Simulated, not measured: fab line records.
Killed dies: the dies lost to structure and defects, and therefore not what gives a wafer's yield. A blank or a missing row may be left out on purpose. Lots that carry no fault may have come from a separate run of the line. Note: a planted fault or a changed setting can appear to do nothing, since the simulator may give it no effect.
One fault seen from 2 desks | flow berkeley-cmos170 | only its own numbers are on each desk; what lay behind them is given at the end

FROM THE METROLOGY DESK
What the gauges read for every lot (on any tool): the sampled wafers with a number, averaged. If a lot's mean is further than 4 standard deviations from the usual mean, the lot is out of limits and carries the mark OUT (the distance appears in the brackets).
Columns: A = START_OXIDE_THK at UCB170_START_THK_MEAS_03, usual 20.0 nm; B = cd-nm at UCB170_ACTIVE_CD_MEAS_13, usual 1199.2 nm; C = cd-nm at UCB170_M1_CD_MEAS_90, usual 700.0 nm
lot  | first seen here | A    | B      | C
L501 | day 1 14:11     | 20.1 | 1199.2 | 697.2
L503 | day 2 00:31     | 20.1 | 1201.2 | 701.6
L504 | day 2 05:32     | 20.6 | 1198.5 | 700.3
L505 | day 2 13:10     | 19.8 | 1197.9 | 699.3
L507 | day 2 20:29     | 19.9 | 1199.3 | 698.5
L508 | day 3 04:20     | 20.2 | 1200.8 | 701.1
L510 | day 3 13:07     | 20.0 | 1198.0 | 700.0
L513 | day 4 02:25     | 20.3 | 1198.9 | 701.9
L514 | day 4 07:03     | 19.8 | 1200.9 | 700.0
L517 | day 4 22:46     | 20.1 | 1198.4 | 699.1
L518 | day 5 04:13     | 19.4 | 1199.0 | 688.5 (-5.5) OUT
L522 | day 6 01:22     | 20.5 | 1199.5 | 689.1 (-5.2) OUT
L523 | day 6 05:25     | 20.0 | 1199.2 | 695.8
L524 | day 6 10:04     | 19.6 | 1197.1 | 700.0
This desk finds L518, L522 out of limits, L518 being first, at day 12 05:21 (cd-nm at UCB170_M1_CD_MEAS_90). Within limits: L501, L503, L504, L505, L507, L508, L510, L513, L514, L517, L523, L524.

TOOL OWNER'S DESK, rie-metal-04
The tool's own readings at UCB170_M1_METAL_ETCH_12 (etches Al in Cl2/BCl3, stops on PSG, target depth 780 nm, time 130 s): means of the sampled wafers that have a number, for each lot that ran on this tool. If a lot's mean is further than 4 standard deviations from the usual mean, the lot is out of limits and carries the mark OUT (the distance appears in the brackets).
Columns: A = drypump-motor-current-A at UCB170_M1_METAL_ETCH_12, usual 5.58 A; B = oes-product-au at UCB170_M1_METAL_ETCH_12, usual 0.856 a.u.; C = rf-fwd-power-W at UCB170_M1_METAL_ETCH_12, usual 597.1 W; D = throttle-valve-pct at UCB170_M1_METAL_ETCH_12, usual 24.32 %
lot  | first seen here | A    | B     | C     | D
L508 | day 9 19:53     | 5.84 | 0.862 | 595.5 | 24.46
L513 | day 10 20:10    | 5.77 | 0.869 | 594.2 | 24.38
L518 | day 12 05:05    | 5.71 | 0.876 | 595.5 | 24.32
L522 | day 12 23:08    | 5.84 | 0.869 | 596.2 | 24.45
Result from this desk: across the 4 lots, nothing is out of limits.

TAKEN TOGETHER
On L518, L522, the metrology desk was in a position to raise an alarm at day 12 05:21.
The desk of the tool owner found nothing out of limits.
On record at the tool owner's desk: L518, L522, within its limits.
The lots listed all ran UCB170_M1_METAL_ETCH_12 on rie-metal-04.

WHAT THE SIMULATOR HAD INSERTED
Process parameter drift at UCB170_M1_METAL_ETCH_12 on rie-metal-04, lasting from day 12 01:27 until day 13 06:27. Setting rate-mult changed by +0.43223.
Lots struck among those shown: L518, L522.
Delay in hours, fault start to first out-of-limits reading, per desk: metrology desk 4.
